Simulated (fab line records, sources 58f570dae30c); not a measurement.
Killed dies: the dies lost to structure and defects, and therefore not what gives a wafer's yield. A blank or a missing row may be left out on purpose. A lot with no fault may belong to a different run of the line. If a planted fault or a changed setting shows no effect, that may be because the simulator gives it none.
Which tool is to blame? ; flow berkeley_cmos170 ; 7 lots, 21 wafers sampled, at 3 steps of a route of 331

WHAT THE GAUGES READ, wafer by wafer
UCB170_SILICIDE_RS_MEAS_02: a four-point-probe measurement.
lot;measured;on;SILICIDE_TI_RS (ohm/sq)
L956;day 8 06:46;film_metro-04;25.0 24.9 25.4
L959;day 9 11:57;film_metro-04;25.6 24.6 24.9
L960;day 9 12:24;film_metro-01;25.3 25.3 25.4
L964;day 10 02:33;film_metro-04;25.5 25.3 24.9
L965;day 10 17:34;film_metro-03;24.6 25.4 24.9
L970;day 11 19:01;film_metro-01;24.6 24.8 24.8
L974;day 12 16:58;film_metro-03;25.3 25.3 25.0

TOOL THAT RAN EACH LOT (tool first, then ch and the chambers of the sampled wafers, then the start)
lot;UCB170_BACKSIDE_STRIP_03;UCB170_SILICIDE_SPUTTER_01
L956;plasma_asher-01 ch 0,1, day 8 05:47;pvd_sputter-04, day 8 06:44
L959;plasma_asher-04 ch 0,1, day 9 10:58;pvd_sputter-03, day 9 11:55
L960;plasma_asher-02 ch 0,1, day 9 11:25;pvd_sputter-02, day 9 12:22
L964;plasma_asher-01 ch 0,1, day 10 01:35;pvd_sputter-02, day 10 02:31
L965;plasma_asher-02 ch 0,1, day 10 16:34;pvd_sputter-03, day 10 17:32
L970;plasma_asher-02 ch 0,1, day 11 18:02;pvd_sputter-04, day 11 18:57
L974;plasma_asher-01 ch 0,1, day 12 15:58;pvd_sputter-04, day 12 16:53
- UCB170_BACKSIDE_STRIP_03: strips in O2.
- UCB170_SILICIDE_SPUTTER_01: material Ti, target thk 30 nm, time 25.77 s.

THE ANSWER, worked out from the rows above alone
Rule: the lots themselves supply what counts as usual. Put in order of their means at a reading, lots are off if they are a third of the lots or fewer, leave a main group of 4 or more, and stand apart from it by a gap of 3 or more times the standard deviation of the main group's means; of several such gaps the widest counts. A main group is skipped when, at the precision printed for the reading in the tables above, its means are all equal. Also off: a lot with no number at a reading for which 4 or more lots have one. All remaining lots with rows at the step are treated as sound.
None of the lots is off at any reading shown; this tells nothing.

WHAT THE SIMULATOR PUT IN
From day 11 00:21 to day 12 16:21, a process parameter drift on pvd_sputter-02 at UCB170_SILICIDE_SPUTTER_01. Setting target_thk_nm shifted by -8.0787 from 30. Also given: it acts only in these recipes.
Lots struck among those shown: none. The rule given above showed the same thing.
